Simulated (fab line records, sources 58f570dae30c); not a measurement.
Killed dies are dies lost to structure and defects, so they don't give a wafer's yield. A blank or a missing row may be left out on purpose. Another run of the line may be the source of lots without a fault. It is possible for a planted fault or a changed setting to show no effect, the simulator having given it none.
Problem report in the 8D (eight disciplines) form, filled by code ; flow berkeleyCmos170 ; the parts of the form that need people (team, actions taken, sign-off) are left out

## 1. PROBLEM STATEMENT
Wafers without a fault read 700.1 nm, standard deviation 1.5; cdNm at UCB170_V1_CD_MEAS_12 reads a mean of 711.2 nm on 6 wafers belonging to 2 lots. Measured from the usual mean, that is +7.4 standard deviations.
The step: target cd 700 nm.
Seen first at day 9 12:28 on cdSem-02, wafer L127.2. The record holds 42 wafers of 14 lots with a number at this step. Rule for "out", or "out of limits": more than 4 standard deviations from the usual mean. The other wafers with a number count as sound.

## 2. WHAT IT IS; WHAT IT IS NOT
question;is;is not
which readings at this step;cdNm;-
which lots;L127, L130;L118, L119, L120, L121, L122, L123, L131, L133, L135, L136, L138, L139
which wafers of those lots;all that have a number;-
read on which gauges;cdSem-01, cdSem-02;-
when;from day 9 12:28;"up to then (18 sound wafers); but 18 sound wafers of L131, L133, L135, L136, L138, L139 came after"

## 3. WHAT RULES OUT EACH SUSPECT
Counting: any tool at a process step up to the reading is kept as a suspect provided that every lot that is out went through it and no sound lot did after the first of them.
- the gauge at UCB170_V1_CD_MEAS_12 is ruled out. Those wafers that are out were read across 2 gauges (cdSem-01, cdSem-02).
- lithoTrack-03 at UCB170_V1_PEB_10: kept. All lots that are out passed through it, beginning with L127 at day 9 12:11, and no sound lot followed; its final sound lot before that point was L123 at day 8 07:23.
The count leaves lithoTrack-03 at UCB170_V1_PEB_10.

## 4. THE CAUSE (what the simulator had put in)
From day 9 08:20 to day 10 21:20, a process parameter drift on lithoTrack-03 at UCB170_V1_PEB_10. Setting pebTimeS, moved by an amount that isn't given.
After counting, this tool was the only one left.

## 5. THE EFFECT CHAIN, in route order
Rows list readings where the struck wafers' mean (over those with a number) sits beyond 3 standard deviations from the usual. Scope: only readings with a usual standard deviation given in the record; hours: median across lots of the time from each lot's start at the first step in this table that gives one to its start at this step; sigmas: change in usual standard deviations.
hours;step;reading;usual;on struck wafers;change;sigmas
0;UCB170_V1_CD_MEAS_12;cdNm;700.1 nm;711.2;+11.1;+7.4
Later measuring or inspecting steps at which every struck wafer that the step has a row for has a number for every such reading, and none has moved that far: UCB170_V2_THK_MEAS_01.

## 6. HOW IT WOULD HAVE BEEN CAUGHT EARLIER
The first out-of-limits reading at a measuring or inspecting step in this record came at day 9 12:28, 4 hours after the fault's start at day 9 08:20.
Of the lots that are out (2), L130 began UCB170_V1_PEB_10 on lithoTrack-03 after day 9 12:28. A hold on the tool at that time would have spared it.
